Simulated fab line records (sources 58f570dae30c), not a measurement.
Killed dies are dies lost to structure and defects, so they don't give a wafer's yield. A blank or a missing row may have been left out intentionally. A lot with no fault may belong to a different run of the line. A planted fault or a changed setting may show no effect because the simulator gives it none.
fab line records    flow berkeley_cmos170
record: lots: 14  wafers: 42  last_day: 13
route steps=331 shown NLDD@167
lots untouched by any fault: they come from a run of this same line in which no faults occurred
start_h: start of the lot's first displayed wafer, in hours after the record's first day    wait_h: hours from the lot's prior step to this one    " the same as in the row above    L1.1+2: a row that stands for several wafers    - no value, or no start given    * or withheld: withheld    < > ~ a bound
route shown NAME@n: a module of which the file shows steps, and the number in the route of the first    usual: the fault-free wafers' mean and standard deviation    same: alike in all rows    chamber/n: place in a boat    sites: each site's reading    _std_site: how widely they spread, as a standard deviation    _edge_site: inner sites' mean taken away from outer sites' mean    radius_mm: for every site, how far away it sits from the centre of the wafer    mask NAME#n: copy n    behind: the tool/chamber that last shaped the wafer    hold: cause of the lot's hold/its duration in hours/its outcome    device: names the non-switching transistor (n, p or np)    end of line: tests of these same wafers at the route's end    where a step has no rows: the recipe by itself    killed: the dies lost at the first sort to structure and to defects; this is not the yield of the wafer    map: dies across one wafer; x = killed, . = not, _ = none there
set.NAME: the run value of the setting; set.NAME@STEP: its run value at that earlier step    model.NAME: the simulator's own value behind a step, which no gauge read
one table for each step of the route and one row for each wafer, over a sample of lots
services: the hour from which a tool's chamber was out of use, counted from the record's first day as start_h (under 0 if before that day), plus the number of hours and why
== steps ==
step: UCB170_NLDD_IMPLANT_09
recipe: species: As  dose_cm2: 5e+13  energy_kev: 30  tilt_deg: 7  rotation_deg: 180
usual: dose_ions_cm2: 4.999e+13/4.9e+10  faraday_current_uA: 159/3.5
same: implant_ion_amu: 75
lot.wafer  tool          chamber  start_h  wait_h  dose_ions_cm2  faraday_current_uA
L437.3     implanter-02  0        159.02   0.1     5e+13          154
L437.4     "             0        "        "       5.001e+13      156
L437.6     "             0        "        "       5.002e+13      164
L440.1     implanter-03  0        171.50   0.1     4.999e+13      168
L440.3     "             0        "        "       4.996e+13      159
L440.4     "             0        "        "       4.995e+13      157
L438.2     implanter-01  0        171.77   0.1     4.999e+13      160
L438.3     "             0        "        "       4.997e+13      159
L438.5     "             0        "        "       5.004e+13      153
L441.1     implanter-03  0        171.80   0.1     5.006e+13      161
L441.3     "             0        "        "       5e+13          160
L441.4     "             0        "        "       5.001e+13      158
L439.1     implanter-02  0        172.07   0.1     5.003e+13      158
L439.2     "             0        "        "       4.997e+13      158
L439.4     "             0        "        "       4.997e+13      156
L443.2     implanter-02  0        172.39   0.1     5.004e+13      161
L443.3     "             0        "        "       5e+13          163
L443.6     "             0        "        "       5.004e+13      163
L442.3     implanter-01  0        172.42   0.1     5.003e+13      158
L442.4     "             0        "        "       5.004e+13      160
L442.5     "             0        "        "       4.996e+13      161
L444.3     implanter-02  0        187.29   0.1     4.998e+13      161
L444.5     "             0        "        "       4.991e+13      160
L444.6     "             0        "        "       4.998e+13      161
L446.2     implanter-02  0        207.53   0.1     4.996e+13      157
L446.3     "             0        "        "       4.995e+13      160
L446.4     "             0        "        "       4.998e+13      156
L450.1     implanter-03  0        219.45   0.1     4.994e+13      156
L450.2     "             0        "        "       5.006e+13      160
L450.5     "             0        "        "       4.993e+13      156
L449.3     implanter-02  0        220.42   0.1     4.993e+13      162
L449.4     "             0        "        "       4.993e+13      157
L449.5     "             0        "        "       4.995e+13      157
L454.2     implanter-02  0        245.27   0.1     5.109e+13      162
L454.4     "             0        "        "       5.117e+13      164
L454.5     "             0        "        "       5.115e+13      168
L457.1     implanter-01  0        273.00   0.1     5e+13          156
L457.4     "             0        "        "       5.008e+13      163
L457.5     "             0        "        "       5.006e+13      160
L459.1     implanter-02  0        280.11   0.1     5.108e+13      166
L459.2     "             0        "        "       5.116e+13      162
L459.6     "             0        "        "       5.115e+13      172
step: UCB170_SDANNEAL_RS_MEAS_05
recipe: thk_meas_gauge: four-point-probe
usual: NLDD_RS: 615.5/1.6
lot.wafer  tool           chamber  start_h  wait_h  NLDD_RS[ohm/sq]
L437.3     film_metro-04  -        175.10   0.1     616.7
L437.4     "              -        "        "       617.0
L437.6     "              -        "        "       617.0
L440.1     film_metro-04  -        186.17   0.1     616.0
L440.3     "              -        "        "       617.0
L440.4     "              -        "        "       615.6
L441.1     film_metro-01  -        186.17   0.1     616.5
L441.3     "              -        "        "       616.0
L441.4     "              -        "        "       615.2
L438.2     film_metro-02  -        186.32   0.1     615.6
L438.3     "              -        "        "       614.1
L438.5     "              -        "        "       614.9
L442.3     film_metro-01  -        186.69   0.1     616.2
L442.4     "              -        "        "       616.7
L442.5     "              -        "        "       617.2
L439.1     film_metro-02  -        187.16   0.1     614.0
L439.2     "              -        "        "       612.8
L439.4     "              -        "        "       614.5
L443.2     film_metro-01  -        187.21   0.1     617.2
L443.3     "              -        "        "       617.0
L443.6     "              -        "        "       617.7
L444.3     film_metro-02  -        200.54   0.1     614.8
L444.5     "              -        "        "       613.9
L444.6     "              -        "        "       614.3
L446.2     film_metro-01  -        220.83   0.1     614.3
L446.3     "              -        "        "       614.1
L446.4     "              -        "        "       614.8
L450.1     film_metro-04  -        232.18   0.1     614.9
L450.2     "              -        "        "       615.8
L450.5     "              -        "        "       614.9
L449.3     film_metro-02  -        232.78   0.1     614.3
L449.4     "              -        "        "       614.2
L449.5     "              -        "        "       613.8
L454.2     film_metro-01  -        257.76   0.1     610.1
L454.4     "              -        "        "       609.7
L454.5     "              -        "        "       609.8
L457.1     film_metro-04  -        287.19   0.1     614.9
L457.4     "              -        "        "       618.2
L457.5     "              -        "        "       616.0
L459.1     film_metro-04  -        291.83   0.1     607.5
L459.2     "              -        "        "       609.6
L459.6     "              -        "        "       609.0
== services ==
tool          chamber  start_h  hours  kind
implanter-02  -        150.71   1.6    repair
implanter-03  -        172.09   14.6   repair
implanter-03  -        197.11   13.0   repair
implanter-02  -        235.61   3.0    pm
implanter-02  -        275.05   2.1    repair
== key ==
first_sign: step: UCB170_NLDD_IMPLANT_09  reading: dose_ions_cm2  direction: up  sigmas: 23  usual: 4.999e+13  struck: 5.113e+13
effect: step: UCB170_NLDD_IMPLANT_09  reading: faraday_current_uA  direction: up  sigmas: 2  usual: 159  struck: 166
effect: step: UCB170_SDANNEAL_RS_MEAS_05  reading: NLDD_RS  direction: down  sigmas: 4  usual: 615.5  struck: 609.3
met_at UCB170_NLDD_IMPLANT_09
struck_lots L454,L459
tester_left_out L454,L459
onset_between 220.42 245.27
fault: kind: process_parameter_drift  tool: implanter-02  chamber: -  onset_h: 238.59  steps: UCB170_NLDD_IMPLANT_09  channel: dose_cm2  offset: 1.1539e+12  shape: step  end_h: 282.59  acts_in: these_recipes_only  stated: 5e+13
tester_left_out: of these lots the tester's yield and bins aren't shown, on N5 and GAA mostly nor the transistor test; their killed dies are dies lost to structure and defects alone, not to doping, threshold or leakage, so they don't give the yield
